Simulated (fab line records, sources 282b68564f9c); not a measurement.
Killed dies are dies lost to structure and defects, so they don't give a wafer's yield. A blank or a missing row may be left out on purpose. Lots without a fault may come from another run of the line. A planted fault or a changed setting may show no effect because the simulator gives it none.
Which tool did it? | flow rit_cmos | 16 lots, 48 wafers sampled, at 2 steps of a route of 202

WHAT THE GAUGES READ, wafer by wafer
RIT_CONTACT_OVL_MEAS_09.
lot  | measured    | on         | CONTACT_OVL (nm)
L773 | day 3 07:32 | overlay-02 | -1.0 -1.0 0.8
L774 | day 3 13:08 | overlay-01 | -0.6 -0.7 0.3
L776 | day 3 19:28 | overlay-01 | 1.7 1.2 -0.3
L778 | day 4 09:17 | overlay-02 | 0.4 -1.5 -0.2
L779 | day 4 11:26 | overlay-02 | 0.1 0.2 1.0
L780 | day 4 20:53 | overlay-01 | 0.1 1.3 -0.7
L781 | day 5 00:35 | overlay-01 | -0.6 -1.4 0.6
L782 | day 5 08:05 | overlay-02 | 0.8 0.2 -0.2
L783 | day 5 13:02 | overlay-02 | 0.3 -1.1 0.4
L784 | day 5 15:50 | overlay-01 | 0.2 -0.1 -1.0
L785 | day 5 20:52 | overlay-02 | -1.0 -0.9 1.1
L787 | day 6 08:01 | overlay-01 | 316.0 314.7 316.9
L789 | day 6 14:42 | overlay-01 | -1.5 -0.9 -1.8
L791 | day 7 00:10 | overlay-01 | 317.4 317.8 317.7
L793 | day 7 11:53 | overlay-02 | 317.1 317.3 316.5
L795 | day 7 19:55 | overlay-01 | 316.1 316.6 315.9

WHICH TOOL RAN EACH LOT (tool, then ch and the chambers of the sampled wafers, then the start)
lot  | RIT_CONTACT_EXPOSE_05
L773 | iline_stepper-02 ch 0, day 3 06:55
L774 | iline_stepper-02 ch 0, day 3 12:31
L776 | iline_stepper-01 ch 0, day 3 18:51
L778 | iline_stepper-01 ch 0, day 4 08:39
L779 | iline_stepper-01 ch 0, day 4 10:49
L780 | iline_stepper-01 ch 0, day 4 20:16
L781 | iline_stepper-01 ch 0, day 4 23:50
L782 | iline_stepper-02 ch 0, day 5 07:27
L783 | iline_stepper-02 ch 0, day 5 12:23
L784 | iline_stepper-01 ch 0, day 5 15:05
L785 | iline_stepper-02 ch 0, day 5 20:16
L787 | iline_stepper-02 ch 0, day 6 07:25
L789 | iline_stepper-01 ch 0, day 6 14:04
L791 | iline_stepper-02 ch 0, day 6 23:32
L793 | iline_stepper-02 ch 0, day 7 11:15
L795 | iline_stepper-02 ch 0, day 7 19:17
- RIT_CONTACT_EXPOSE_05: exposes mask M11, target cd 1000 nm.

WHAT THE TOOLS THEMSELVES READ (means of the sampled wafers that have a number; where no wafer has one, the mark that the record gives instead)
The record holds no such reading with a usual standard deviation.

THE ANSWER, worked out from the rows above alone
Rule: what is usual is taken from the lots themselves. Put in order of their means at a reading, lots are off if they are a third of the lots or fewer, leave a main group of 4 or more, and stand apart from it by a gap of 3 or more times the standard deviation of the main group's means; of several such gaps the widest counts. A main group whose means are all the same, to the digits that the tables above print for the reading, isn't used. A lot without any number at a reading at which 4 lots or more have one is off too. The other lots that the step has rows for count as sound. The gauges are gone through in route order, then the tools' own readings, and for those a lot's mean is taken as printed above. The first step at which some lot is off is used, and at that step the reading that is off furthest; a lot without a number counts as furthest.
Off: L787, L791, L793, L795, at RIT_CONTACT_OVL_MEAS_09 (CONTACT_OVL). The main group: mean -0.2 nm, standard deviation 0.55.
A tool fits if, at a process step before that reading, it ran every lot that is off, and no sound lot after the first of them. The gauges at RIT_CONTACT_OVL_MEAS_09 are tried like those tools. One fits: iline_stepper-02 at RIT_CONTACT_EXPOSE_05. Its last sound lot is L785 (day 5 20:16), its first lot that is off L787 (day 6 07:25): a fault that began between those two fits.

WHAT THE SIMULATOR HAD PUT IN
Scanner matching overlay: iline_stepper-02, from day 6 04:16 on, at RIT_CONTACT_EXPOSE_05. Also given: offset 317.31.
Lots struck among those shown: L787, L791, L793, L795. The rule above found the same.
